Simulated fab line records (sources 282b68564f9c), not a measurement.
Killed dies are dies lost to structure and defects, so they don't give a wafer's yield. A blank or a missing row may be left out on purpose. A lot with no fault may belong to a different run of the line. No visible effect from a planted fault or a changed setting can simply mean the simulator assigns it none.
Check of tool commonality    flow rit-cmos    14 lots, 42 wafers sampled

## REASON FOR OPENING
RIT_NWELL_TW_MEAS_10, reading NWELL_TW: flagged on 2 of 14 lots. Wafers without a fault read 2149, standard deviation 24.
Rule: flag the lot when none of its wafers has a number, or when each of its wafers that has one lies beyond 4 standard deviations from that mean. As for the other lots, they are considered sound.

lot   measured     on             NWELL_TW, wafer by wafer  flag
L693  day 1 22:43  film-metro-01  2134 2130 2122            
L694  day 2 02:52  film-metro-03  2199 2195 2195            
L695  day 2 08:38  film-metro-01  2134 2128 2126            
L696  day 2 14:11  film-metro-04  2139 2140 2131            
L697  day 2 18:22  film-metro-04  2124 2130 2130            
L698  day 2 23:07  film-metro-01  2131 2134 2134            
L700  day 3 09:03  film-metro-01  2121 2122 2122            
L702  day 3 23:27  film-metro-01  2124 2127 2121            
L708  day 5 01:20  film-metro-04  2492 2492 2504            FLAGGED
L709  day 5 06:43  film-metro-01  2502 2497 2498            FLAGGED
L711  day 5 19:01  film-metro-03  2188 2181 2187            
L712  day 5 21:37  film-metro-03  2190 2189 2187            
L713  day 6 02:44  film-metro-04  2140 2128 2137            
L715  day 6 13:11  film-metro-04  2129 2145 2123            
On average the flagged lots' numbers are 2498, which is +348 against the usual, or +15 standard deviations.

## LOT BY LOT: THE TOOL USED
The record keeps 1 process step preceding the reading, out of 202 steps on the route. Each cell gives the tool, then ch followed by the chambers the sampled wafers passed through, then the start.
lot   flag     RIT_NWELL_IMPLANT_08
L693           implanter-04 ch 0, day 1 22:23
L694           implanter-03 ch 0, day 2 02:32
L695           implanter-02 ch 0, day 2 08:19
L696           implanter-02 ch 0, day 2 13:52
L697           implanter-03 ch 0, day 2 18:02
L698           implanter-02 ch 0, day 2 22:47
L700           implanter-03 ch 0, day 3 08:43
L702           implanter-02 ch 0, day 3 23:07
L708  FLAGGED  implanter-02 ch 0, day 5 01:02
L709  FLAGGED  implanter-02 ch 0, day 5 06:23
L711           implanter-03 ch 0, day 5 18:42
L712           implanter-04 ch 0, day 5 21:20
L713           implanter-04 ch 0, day 6 02:24
L715           implanter-04 ch 0, day 6 12:54
What is done by these steps:
- RIT_NWELL_IMPLANT_08
- RIT_NWELL_TW_MEAS_10

## FLAGGED OVER TOTAL, TOOL BY TOOL (the gauges that took the reading come last)
step                  tool           lots run  flagged  share of the flagged lots  sound lots run after its first flagged lot
RIT_NWELL_IMPLANT_08  implanter-02   6         2        all                        0
RIT_NWELL_IMPLANT_08  implanter-03   4         0        none                       -
RIT_NWELL_IMPLANT_08  implanter-04   4         0        none                       -
RIT_NWELL_TW_MEAS_10  film-metro-01  6         1        some                       0
RIT_NWELL_TW_MEAS_10  film-metro-03  3         0        none                       -
RIT_NWELL_TW_MEAS_10  film-metro-04  5         1        some                       2 (L713,L715)

## THE TABLE: WHAT IT ALLOWS
All flagged lots share 1 row of the table, namely implanter-02 at RIT_NWELL_IMPLANT_08.
- implanter-02 at RIT_NWELL_IMPLANT_08: 2 of its 6 lots flagged. It ran its last sound lot, L702, at day 3 23:07 and its first flagged lot, L708, at day 5 01:02: a fault with its onset between the two fits. Its own readings lie more than 4 standard deviations out on every wafer of the flagged lots: dose-ions-cm2, faraday-current-uA.
One tool is left: implanter-02 at RIT_NWELL_IMPLANT_08.

## WHAT WAS PUT IN BY THE SIMULATOR
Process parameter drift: implanter-02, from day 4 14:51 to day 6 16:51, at RIT_NWELL_IMPLANT_08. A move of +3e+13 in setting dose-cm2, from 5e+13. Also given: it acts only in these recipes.
Shown lots that were struck: L708, L709. The rule given above showed the same thing.
